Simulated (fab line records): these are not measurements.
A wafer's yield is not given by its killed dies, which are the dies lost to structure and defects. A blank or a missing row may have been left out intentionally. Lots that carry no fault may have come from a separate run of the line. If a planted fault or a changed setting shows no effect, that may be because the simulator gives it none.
fab line records    flow rit-cmos
record: lots: 5  wafers: 15  last-day: 7
route steps=202 shown SPACER@128 NSD@131 PSD@142 SDANNEAL@153 PLDD@159 NLDD@160 SILICIDE@161 CONTACT@168 M1@202
lots that met no fault: from a run of the same line without faults
start-h: the number of hours between the record's first day and the start of the first shown wafer of the lot    wait-h: hours since the lot's step before    " identical to the entry in the row above    L1.1+2: one row covering several wafers at once    - no value present, or no start provided    * or withheld: withheld    < > ~ a bound
route shown NAME@n: names a module that has steps shown in the file, with the first one's number in the route    usual: mean and standard deviation over wafers with no fault    same: alike in all rows    chamber/n: place in a boat    sites: readings site by site    _std_site: standard deviation across them    _edge_site: the outer-site mean with the inner-site mean subtracted    radius-mm: for every site, how far away it sits from the centre of the wafer    mask NAME#n: copy n    behind: tool/chamber where the wafer was last shaped    hold: the reason the lot was held/the length of the hold in hours/how it ended    device: which transistor (n, p or np) failed to switch    end of line: at the end of the route, the tests of the same wafers    a step with no rows: only its recipe    killed: dies lost to structure and defects at the first sort, not the wafer's yield    map: shows each die of a wafer: x if killed, . if not, _ if none is there
set.NAME: the setting that was run; set.NAME@STEP: the one run at that earlier step    model.NAME: the simulator's own value behind a step, which no gauge read
lots at some steps of the route; a table a step, a row a wafer
services: the hour from which a tool's chamber was out of use, counted from the record's first day as start-h (under 0 if before that day), plus the number of hours and why
== steps ==
step: RIT_SPACER_CVD_03
recipe: material: Si3N4  target-thk-nm: 250  temp-c: 810  precursor: SiH2Cl2/NH3  time-s: 3300  pressure-mtorr: 300  sih2cl2-flow-sccm: 61.17  nh3-flow-sccm: 150
step: RIT_SPACER_THK_MEAS_04
recipe: reads: Si3N4_of_SPACER_CVD_03
usual: SPACER_NITRIDE_THK: 252.8/2.3
lot.wafer  tool           chamber  start-h  wait-h  SPACER_NITRIDE_THK[nm]
L971.2     film-metro-04  -        50.90    0.0     250.1
L971.3     "              -        "        "       249.7
L971.6     "              -        "        "       254.1
L973.3     film-metro-02  -        59.02    0.0     254.0
L973.5     "              -        "        "       256.0
L973.6     "              -        "        "       257.2
L984.1     film-metro-01  -        115.97   0.0     254.9
L984.3     "              -        "        "       253.9
L984.6     "              -        "        "       252.5
L988.1     film-metro-01  -        137.04   0.0     254.6
L988.2     "              -        "        "       252.8
L988.4     "              -        "        "       254.0
L994.1     film-metro-04  -        164.01   0.0     251.2
L994.2     "              -        "        "       253.3
L994.3     "              -        "        "       253.4
step: RIT_SPACER_ETCHBACK_05
recipe: target-depth-a: 2500  SF6_flow_sccm: 30  CHF3_flow_sccm: 30  target: Si3N4  chemistry: SF6/CHF3  pressure-mtorr: 40  rf-w: 250  time-s: 240  stop-on: SiO2
usual: drypump-motor-current-A: 5.7/0.4  oes-product-au: 0.847/0.017  rf-fwd-power-W: 249.2/0.8  throttle-valve-pct: 10.20/0.12
lot.wafer  tool         chamber  start-h  wait-h  drypump-motor-current-A  oes-product-au  rf-fwd-power-W  rf-hours-counter-h  throttle-valve-pct
L971.2     rie-diel-03  3        50.95    0.0     6.0                      0.850           248.4           3                   10.05
L971.3     "            0        "        "       6.0                      0.847           249.8           16                  10.23
L971.6     "            1        "        "       5.2                      0.853           249.0           -                   10.07
L973.3     rie-diel-02  0        59.06    0.0     5.8                      0.833           248.5           135                 10.35
L973.5     "            1        "        "       5.3                      0.874           248.0           -                   10.22
L973.6     "            0        "        "       5.8                      0.837           248.9           -                   10.36
L984.1     rie-diel-02  2        116.03   0.1     5.5                      0.880           250.2           144                 10.06
L984.3     "            3        "        "       6.3                      0.823           247.8           145                 10.36
L984.6     "            3        "        "       6.4                      0.826           248.8           -                   10.37
L988.1     rie-diel-03  3        137.10   0.1     6.0                      0.871           248.3           4                   10.05
L988.2     "            1        "        "       5.2                      0.835           249.9           0                   10.07
L988.4     "            0        "        "       6.0                      0.856           249.0           18                  10.26
L994.1     rie-diel-02  2        164.07   0.1     5.4                      0.870           249.9           146                 10.07
L994.2     "            0        "        "       5.8                      0.831           249.1           137                 10.35
L994.3     "            1        "        "       5.3                      0.859           249.4           16                  10.22
step: RIT_NSD_HMDS_00
recipe: prime-time-s: 60  prime-temp-c: 140
step: RIT_NSD_COAT_01
recipe: resist: NOVOLAK  spin-rpm: 3250  resist-thk-nm: 1000
step: RIT_NSD_SOFTBAKE_02
recipe: resist: NOVOLAK  temp-c: 90  time-s: 60
step: RIT_NSD_EXPOSE_03
recipe: mask-id: M9  na: 0.57  target-cd-nm: 40700  dose-mj: 250
step: RIT_NSD_PEB_04
recipe: resist: NOVOLAK  temp-c: withheld  time-s: withheld
step: RIT_NSD_DEVELOP_05
recipe: resist: NOVOLAK  develop-time-s: 50  dev-temp-c: 23
step: RIT_NSD_OVL_MEAS_06
usual: NSD_OVL: -0.2/1.3
lot.wafer  tool        chamber  start-h  wait-h  NSD_OVL[nm]
L971.2     overlay-02  -        51.95    -       -2.5
L971.3     "           -        "        "       -0.6
L971.6     "           -        "        "       -2.3
L973.3     overlay-01  -        60.20    -       0.2
L973.5     "           -        "        "       1.4
L973.6     "           -        "        "       1.2
L984.1     overlay-01  -        117.15   -       -0.5
L984.3     "           -        "        "       0.5
L984.6     "           -        "        "       0.2
L988.1     overlay-02  -        138.21   -       0.0
L988.2     "           -        "        "       -1.1
L988.4     "           -        "        "       0.9
L994.1     overlay-02  -        165.26   -       -1.2
L994.2     "           -        "        "       -2.2
L994.3     "           -        "        "       -1.5
step: RIT_NSD_HARDBAKE_07
recipe: resist: NOVOLAK  temp-c: 138.8  time-s: 60
step: RIT_NSD_IMPLANT_08
recipe: species: P  energy-kev: 25  dose-cm2: 1e+15  tilt-deg: 7
step: RIT_NSD_STRIP_09
recipe: chemistry: O2  time-s: 180  resist: NOVOLAK  platen-temp-c: withheld  power-w: 500  pressure-mtorr: 4000  o2-flow-sccm: 4000
usual: drypump-motor-current-A: 5.6/0.35
lot.wafer  tool             chamber  start-h  wait-h  drypump-motor-current-A  rf-hours-counter-h
L971.2     plasma-asher-03  1        52.28    0.1     5.3                      41
L971.3     "                1        "        "       5.3                      -
L971.6     "                1        "        "       5.3                      -
L973.3     plasma-asher-04  1        60.58    0.1     5.7                      -
L973.5     "                0        "        "       5.3                      -
L973.6     "                1        "        "       5.7                      -
L984.1     plasma-asher-04  0        117.61   0.1     5.2                      33
L984.3     "                1        "        "       5.7                      -
L984.6     "                1        "        "       5.7                      -
L988.1     plasma-asher-03  1        138.54   0.1     5.3                      51
L988.2     "                0        "        "       5.5                      51
L988.4     "                1        "        "       5.3                      -
L994.1     plasma-asher-02  0        165.59   0.1     6.4                      51
L994.2     "                1        "        "       5.4                      51
L994.3     "                0        "        "       6.4                      -
step: RIT_NSD_TW_MEAS_10
usual: NSD_TW: 3143/36
lot.wafer  tool           chamber  start-h  wait-h  NSD_TW
L971.2     film-metro-04  -        52.47    0.1     3074
L971.3     "              -        "        "       3063
L971.6     "              -        "        "       3070
L973.3     film-metro-04  -        60.72    0.1     3074
L973.5     "              -        "        "       3054
L973.6     "              -        "        "       3070
L984.1     film-metro-03  -        117.78   0.1     3164
L984.3     "              -        "        "       3157
L984.6     "              -        "        "       3140
L988.1     film-metro-01  -        138.72   0.1     3163
L988.2     "              -        "        "       3167
L988.4     "              -        "        "       3172
L994.1     film-metro-03  -        165.77   0.1     3159
L994.2     "              -        "        "       3170
L994.3     "              -        "        "       3161
step: RIT_PSD_HMDS_00
recipe: prime-time-s: 60  prime-temp-c: 140
step: RIT_PSD_COAT_01
recipe: resist: NOVOLAK  spin-rpm: 3250  resist-thk-nm: 1000
step: RIT_PSD_SOFTBAKE_02
recipe: resist: NOVOLAK  temp-c: 89.18  time-s: 60
step: RIT_PSD_EXPOSE_03
recipe: mask-id: M10  na: 0.57  target-cd-nm: 40900  dose-mj: 250
step: RIT_PSD_PEB_04
recipe: resist: NOVOLAK  temp-c: withheld  time-s: withheld
step: RIT_PSD_DEVELOP_05
recipe: resist: NOVOLAK  develop-time-s: 50  dev-temp-c: 23
step: RIT_PSD_OVL_MEAS_06
usual: PSD_OVL: 0.1/1.2
lot.wafer  tool        chamber  start-h  wait-h  PSD_OVL[nm]
L971.2     overlay-02  -        53.37    -       1.3
L971.3     "           -        "        "       0.1
L971.6     "           -        "        "       -0.9
L973.3     overlay-01  -        61.78    -       0.8
L973.5     "           -        "        "       3.1
L973.6     "           -        "        "       1.2
L984.1     overlay-01  -        119.13   -       -1.5
L984.3     "           -        "        "       -0.6
L984.6     "           -        "        "       -1.0
L988.1     overlay-02  -        139.63   -       0.0
L988.2     "           -        "        "       0.0
L988.4     "           -        "        "       -0.7
L994.1     overlay-01  -        166.68   -       -2.2
L994.2     "           -        "        "       -1.7
L994.3     "           -        "        "       0.2
step: RIT_PSD_HARDBAKE_07
recipe: resist: NOVOLAK  temp-c: 140  time-s: 60
step: RIT_PSD_IMPLANT_08
recipe: species: BF2  energy-kev: 27  dose-cm2: 5e+15  tilt-deg: 7
step: RIT_PSD_STRIP_09
recipe: chemistry: O2  time-s: 180  resist: NOVOLAK  platen-temp-c: withheld  power-w: 500  pressure-mtorr: 4000  o2-flow-sccm: 4000
usual: drypump-motor-current-A: 5.6/0.31
lot.wafer  tool             chamber  start-h  wait-h  drypump-motor-current-A  rf-hours-counter-h
L971.2     plasma-asher-01  1        53.70    0.1     5.5                      41
L971.3     "                1        "        "       5.5                      -
L971.6     "                0        "        "       5.4                      -
L973.3     plasma-asher-01  1        62.16    0.1     5.5                      -
L973.5     "                0        "        "       5.4                      -
L973.6     "                1        "        "       5.5                      -
L984.1     plasma-asher-04  0        119.46   0.1     5.3                      33
L984.3     "                1        "        "       5.7                      -
L984.6     "                0        "        "       5.3                      -
L988.1     plasma-asher-04  1        139.96   0.1     5.7                      35
L988.2     "                0        "        "       5.3                      35
L988.4     "                1        "        "       5.8                      -
L994.1     plasma-asher-01  0        167.02   0.1     5.4                      5
L994.2     "                1        "        "       5.5                      5
L994.3     "                1        "        "       5.5                      -
step: RIT_PSD_TW_MEAS_10
usual: PSD_TW: 3433/56
lot.wafer  tool           chamber  start-h  wait-h  PSD_TW
L971.2     film-metro-01  -        53.89    0.1     3462
L971.3     "              -        "        "       3460
L971.6     "              -        "        "       3460
L973.3     film-metro-03  -        62.30    0.1     3448
L973.5     "              -        "        "       3474
L973.6     "              -        "        "       3446
L984.1     film-metro-03  -        119.64   0.1     3464
L984.3     "              -        "        "       3455
L984.6     "              -        "        "       3456
L988.1     film-metro-01  -        140.14   0.1     3469
L988.2     "              -        "        "       3463
L988.4     "              -        "        "       3450
L994.1     film-metro-04  -        167.19   0.1     3343
L994.2     "              -        "        "       3360
L994.3     "              -        "        "       3355
step: RIT_SDANNEAL_CLEAN_00
recipe: chemistry: SC1  mix: 3:3:50  time-s: 600  temp-c: 75
step: RIT_SDANNEAL_CLEAN_01
recipe: chemistry: dHF  dilution: 50:1  time-s: 30
step: RIT_SDANNEAL_CLEAN_02
recipe: chemistry: SC2  mix: 3:3:50  time-s: 600  temp-c: 75  dry: n2-spin
step: RIT_SDANNEAL_RTA_03
recipe: temp-c: 1050  time-s: 5  idle-temp-c: 600  ramp-up-c-per-s: 342  ramp-down-c-per-s: 171  cool-to-c: 600  ambient: N2
step: RIT_SDANNEAL_RS_MEAS_04
recipe: thk-meas-gauge: four-point-probe
usual: PSD_RS: 115.9/0.33
lot.wafer  tool           chamber  start-h  wait-h  PSD_RS[ohm/sq]
L971.2     film-metro-04  -        54.44    0.1     116.2
L971.3     "              -        "        "       115.8
L971.6     "              -        "        "       116.2
L973.3     film-metro-03  -        62.86    0.1     115.4
L973.5     "              -        "        "       115.3
L973.6     "              -        "        "       115.5
L984.1     film-metro-03  -        120.16   0.0     115.7
L984.3     "              -        "        "       115.7
L984.6     "              -        "        "       116.1
L988.1     film-metro-04  -        140.63   0.0     116.3
L988.2     "              -        "        "       116.1
L988.4     "              -        "        "       115.8
L994.1     film-metro-01  -        167.71   0.0     115.4
L994.2     "              -        "        "       115.2
L994.3     "              -        "        "       115.8
step: RIT_SDANNEAL_RS_MEAS_05
recipe: thk-meas-gauge: four-point-probe
usual: NSD_RS: 84.5/0.33
lot.wafer  tool           chamber  start-h  wait-h  NSD_RS[ohm/sq]
L971.2     film-metro-04  -        54.56    0.1     84.7
L971.3     "              -        "        "       84.7
L971.6     "              -        "        "       84.8
L973.3     film-metro-03  -        62.98    0.1     84.0
L973.5     "              -        "        "       84.1
L973.6     "              -        "        "       84.0
L984.1     film-metro-03  -        120.28   0.1     84.7
L984.3     "              -        "        "       84.4
L984.6     "              -        "        "       84.7
L988.1     film-metro-04  -        140.75   0.1     85.0
L988.2     "              -        "        "       84.5
L988.4     "              -        "        "       84.3
L994.1     film-metro-01  -        167.83   0.1     84.7
L994.2     "              -        "        "       84.5
L994.3     "              -        "        "       84.8
step: RIT_SDANNEAL_RS_MEAS_06
recipe: thk-meas-gauge: four-point-probe
usual: PLDD_RS: 178.6/0.5
lot.wafer  tool           chamber  start-h  wait-h  PLDD_RS[ohm/sq]
L971.2     film-metro-04  -        54.68    0.1     178.6
L971.3     "              -        "        "       178.7
L971.6     "              -        "        "       178.9
L973.3     film-metro-03  -        63.10    0.1     177.7
L973.5     "              -        "        "       177.1
L973.6     "              -        "        "       177.7
L984.1     film-metro-03  -        120.40   0.1     178.3
L984.3     "              -        "        "       178.4
L984.6     "              -        "        "       178.5
L988.1     film-metro-04  -        140.87   0.1     179.7
L988.2     "              -        "        "       179.6
L988.4     "              -        "        "       179.6
L994.1     film-metro-01  -        167.95   0.1     178.0
L994.2     "              -        "        "       178.1
L994.3     "              -        "        "       178.4
step: RIT_SDANNEAL_RS_MEAS_07
recipe: thk-meas-gauge: four-point-probe
usual: NLDD_RS: 150.4/0.47
lot.wafer  tool           chamber  start-h  wait-h  NLDD_RS[ohm/sq]
L971.2     film-metro-04  -        54.80    0.1     150.9
L971.3     "              -        "        "       150.5
L971.6     "              -        "        "       151.0
L973.3     film-metro-03  -        63.22    0.1     149.5
L973.5     "              -        "        "       149.7
L973.6     "              -        "        "       149.9
L984.1     film-metro-03  -        120.52   0.1     150.2
L984.3     "              -        "        "       150.4
L984.6     "              -        "        "       150.2
L988.1     film-metro-04  -        140.99   0.1     151.0
L988.2     "              -        "        "       151.2
L988.4     "              -        "        "       151.5
L994.1     film-metro-01  -        168.07   0.1     150.6
L994.2     "              -        "        "       151.1
L994.3     "              -        "        "       150.9
step: RIT_SILICIDE_WET_ETCH_00
recipe: chemistry: BOE  target: SiO2  target-depth-nm: 14  time-s: 15  dry: n2-spin  dilution: 10:1  temp-c: 21.5
step: RIT_SILICIDE_SPUTTER_01
recipe: material: Ti  target-thk-nm: 30  power-w: 362.4  chamber-pressure-pa: 0.667  gas: Ar  time-s: 240  substrate-temp-c: 25
usual: throttle-valve-pct: 30.5/0.82
lot.wafer  tool            chamber  start-h  wait-h  throttle-valve-pct
L971.2     pvd-sputter-01  -        54.92    0.0     30.6
L971.3     "               -        "        "       31.8
L971.6     "               -        "        "       30.2
L973.3     pvd-sputter-02  -        63.31    0.0     29.7
L973.5     "               -        "        "       29.5
L973.6     "               -        "        "       30.1
L984.1     pvd-sputter-01  -        120.65   0.0     31.2
L984.3     "               -        "        "       30.4
L984.6     "               -        "        "       30.2
L988.1     pvd-sputter-01  -        141.12   0.0     30.5
L988.2     "               -        "        "       31.2
L988.4     "               -        "        "       30.0
L994.1     pvd-sputter-01  -        168.21   0.0     31.1
L994.2     "               -        "        "       30.3
L994.3     "               -        "        "       30.0
step: RIT_SILICIDE_RS_MEAS_02
recipe: thk-meas-gauge: four-point-probe  reads: Ti_of_SILICIDE_SPUTTER_01
usual: SILICIDE_TI_RS: 46.0/0.61
lot.wafer  tool           chamber  start-h  wait-h  SILICIDE_TI_RS[ohm/sq]
L971.2     film-metro-02  -        55.10    0.1     45.2
L971.3     "              -        "        "       46.0
L971.6     "              -        "        "       45.1
L973.3     film-metro-02  -        63.50    0.1     45.5
L973.5     "              -        "        "       46.6
L973.6     "              -        "        "       46.2
L984.1     film-metro-02  -        120.80   0.1     46.3
L984.3     "              -        "        "       45.8
L984.6     "              -        "        "       45.7
L988.1     film-metro-03  -        141.27   0.1     46.1
L988.2     "              -        "        "       45.4
L988.4     "              -        "        "       45.6
L994.1     film-metro-02  -        168.36   0.1     45.7
L994.2     "              -        "        "       47.2
L994.3     "              -        "        "       45.8
step: RIT_SILICIDE_THK_MEAS_03
recipe: thk-meas-gauge: xrf  reads: Ti_of_SILICIDE_SPUTTER_01
usual: SILICIDE_TI_THK: 30.8/0.35
lot.wafer  tool           chamber  start-h  wait-h  SILICIDE_TI_THK[nm]
L971.2     film-metro-02  -        55.21    0.1     31.0
L971.3     "              -        "        "       30.6
L971.6     "              -        "        "       31.3
L973.3     film-metro-02  -        63.60    0.1     31.1
L973.5     "              -        "        "       30.5
L973.6     "              -        "        "       30.6
L984.1     film-metro-02  -        120.92   0.1     30.8
L984.3     "              -        "        "       31.0
L984.6     "              -        "        "       31.0
L988.1     film-metro-03  -        141.39   0.1     30.7
L988.2     "              -        "        "       31.0
L988.4     "              -        "        "       31.0
L994.1     film-metro-02  -        168.48   0.1     31.0
L994.2     "              -        "        "       30.1
L994.3     "              -        "        "       30.7
step: RIT_SILICIDE_RTA_04
recipe: temp-c: 650  time-s: 10  idle-temp-c: 25  ramp-up-s: 5  ramp-down-s: 5  cool-to-c: 25  ambient: N2
usual: wafer_temp_C_max: 652.6/0.84
lot.wafer  tool           chamber  start-h  wait-h  wafer_temp_C_max
L971.2     rtp-anneal-02  0        55.28    0.1     653.1
L971.3     "              0        "        "       654.4
L971.6     "              0        "        "       653.3
L973.3     rtp-anneal-02  0        63.66    0.1     653.1
L973.5     "              0        "        "       653.9
L973.6     "              0        "        "       653.8
L984.1     rtp-anneal-01  0        120.98   0.1     652.2
L984.3     "              0        "        "       651.6
L984.6     "              0        "        "       652.0
L988.1     rtp-anneal-01  0        141.45   0.1     651.5
L988.2     "              0        "        "       652.1
L988.4     "              0        "        "       652.3
L994.1     rtp-anneal-01  0        168.54   0.1     653.3
L994.2     "              0        "        "       652.3
L994.3     "              0        "        "       653.0
step: RIT_SILICIDE_WET_ETCH_05
recipe: chemistry: SPM  target: Ti  temp-c: 90  time-s: 120  dry: n2-spin
step: RIT_SILICIDE_RTA_06
recipe: temp-c: 750  time-s: 10  idle-temp-c: 25  ramp-up-s: 5  ramp-down-s: 10  cool-to-c: 25  ambient: N2
usual: wafer_temp_C_max: 753.1/0.94
lot.wafer  tool           chamber  start-h  wait-h  wafer_temp_C_max
L971.2     rtp-anneal-01  0        55.39    0.0     753.4
L971.3     "              0        "        "       752.1
L971.6     "              0        "        "       751.8
L973.3     rtp-anneal-01  0        63.79    0.0     752.3
L973.5     "              0        "        "       752.4
L973.6     "              0        "        "       752.3
L984.1     rtp-anneal-02  0        121.15   0.0     755.2
L984.3     "              0        "        "       753.7
L984.6     "              0        "        "       752.9
L988.1     rtp-anneal-02  0        141.56   0.0     753.7
L988.2     "              0        "        "       753.5
L988.4     "              0        "        "       753.4
L994.1     rtp-anneal-02  0        168.64   0.0     753.8
L994.2     "              0        "        "       753.4
L994.3     "              0        "        "       754.4
step: RIT_CONTACT_CVD_00
recipe: material: SiO2  target-thk-nm: 400  precursor: TEOS  temp-c: 390  time-s: 61  rf-w: 400
step: RIT_CONTACT_THK_MEAS_01
recipe: reads: SiO2_of_CONTACT_CVD_00
usual: CONTACT_TEOS_THK: 399/5
lot.wafer  tool           chamber  start-h  wait-h  CONTACT_TEOS_THK[nm]
L971.2     film-metro-04  -        55.57    0.0     396
L971.3     "              -        "        "       391
L971.6     "              -        "        "       402
L973.3     film-metro-02  -        63.95    0.0     402
L973.5     "              -        "        "       406
L973.6     "              -        "        "       401
L984.1     film-metro-04  -        121.27   0.0     395
L984.3     "              -        "        "       399
L984.6     "              -        "        "       403
L988.1     film-metro-04  -        141.67   0.0     397
L988.2     "              -        "        "       400
L988.4     "              -        "        "       406
L994.1     film-metro-02  -        168.76   0.0     398
L994.2     "              -        "        "       397
L994.3     "              -        "        "       394
step: RIT_M1_PROBE_99
usual: killed_at_M0_to_M3: 0.0/0.14  killed-at-contacts: 0.1/0.34  killed-at-front-end: 6.6/2.7  killed-dies: 6.7/2.7  killed-open: 3.5/1.9  killed-short: 3.1/1.8
same: gross-dies: 264  killed_at_M4_up: 0  killed-at-back-side: 0  killed-at-other: 0
lot.wafer  tool       chamber  start-h  wait-h  killed_at_M0_to_M3  killed-at-contacts  killed-at-front-end  killed-dies  killed-open  killed-short
L973.3     prober-01  -        70.62    0.2     0                   1                   4                    5            3            2
L973.5     prober-01  -        70.72    0.2     0                   0                   1                    1            0            1
L973.6     prober-01  -        70.77    0.2     0                   0                   11                   11           6            5
L984.3     prober-02  -        127.74   0.2     0                   0                   48                   48           6            5
L984.6     prober-02  -        127.89   0.2     0                   0                   47                   47           7            2
killed by level:class
L973.3 REOX:geometric-particle:open=2 GATE:geometric-particle:open=1 SILICIDE:geometric-particle:short=1 CONTACT:geometric-particle:short=1
L973.5 GATE:geometric-particle:short=1
L973.6 SPACER:geometric-particle:open=3 SILICIDE:geometric-particle:short=2 FOX1:geometric-particle:short=1 GATE:geometric-particle:short=1 GATE:geometric-particle:open=1 REOX:geometric-particle:short=1 REOX:geometric-particle:open=1 SILICIDE:geometric-particle:open=1
L984.3 NSD:unspecified=37 SILICIDE:geometric-particle:open=3 GATE:geometric-particle:short=2 REOX:geometric-particle:open=2 GATE:geometric-particle:open=1 REOX:geometric-particle:short=1 SPACER:geometric-particle:short=1 SILICIDE:geometric-particle:short=1
L984.6 NSD:unspecified=38 GATE:geometric-particle:open=3 SPACER:geometric-particle:open=3 REOX:geometric-particle:short=2 SILICIDE:geometric-particle:open=1
map L984.3 (x killed, . not)
________......._______
_____.......x.x...____
____......xxx.x....___
___.......xxxxxxx...__
__.x......xxxxxxx...._
__..x.....xxxxxxx...._
_..........xxxxxxx....
_...........xx.xx.....
_....x................
_x.x..................
__..................._
__..................._
___......xx......x..__
____.x......x......___
_____.............____
________......._______
map L973.6 (x killed, . not)
________......._______
_____....x.....x..____
____x.x............___
___.................__
__..................._
__..................._
_.x............x......
_.....................
_.....................
_.....................
__.........x........._
__....x..x..........._
___.................__
____...............___
_____x.....x......____
________......._______
== services ==
tool             chamber  start-h  hours  kind
rie-diel-02      1        35.49    3.8    repair
rtp-anneal-01    -        36.98    7.1    pm
rtp-anneal-02    -        45.27    5.8    pm
rie-diel-02      2        63.37    2.7    repair
rie-diel-03      0        71.75    2.1    repair
rie-diel-03      -        82.90    2.8    pm
rie-diel-03      1        103.93   -      clean
rie-diel-03      1        103.93   17.7   scheduled-down
rie-diel-03      1        103.93   17.7   vent-cycle
plasma-asher-01  -        105.73   1.2    repair
plasma-asher-01  -        108.75   9.0    pm
plasma-asher-01  0        108.75   9.0    vent-cycle
plasma-asher-01  1        108.75   9.0    vent-cycle
plasma-asher-01  0        117.75   -      clean
plasma-asher-01  1        117.75   -      clean
rie-diel-03      1        138.49   2.7    repair
== key ==
first-sign: step: RIT_M1_PROBE_99  reading: killed-at-front-end  direction: up  sigmas: 15  usual: 6.6  struck: 47.5
effect: step: RIT_M1_PROBE_99  reading: killed-dies  direction: up  sigmas: 15  usual: 6.7  struck: 47.5
met-at RIT_NSD_STRIP_09
struck-wafers L984.3,L984.6
tester-left-out L984
onset-between 60.58 117.61
fault: kind: chamber-particle-source  tool: plasma-asher-04  chamber: 1  onset-h: 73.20  steps: RIT_NSD_STRIP_09  rate-per-visit-cm2: 2.0546  end-h: 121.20
tester-left-out: of these lots the tester's yield and bins aren't shown, on N5 and GAA mostly nor the transistor test; their killed dies are dies lost to structure and defects alone, not to doping, threshold or leakage, so they don't give the yield
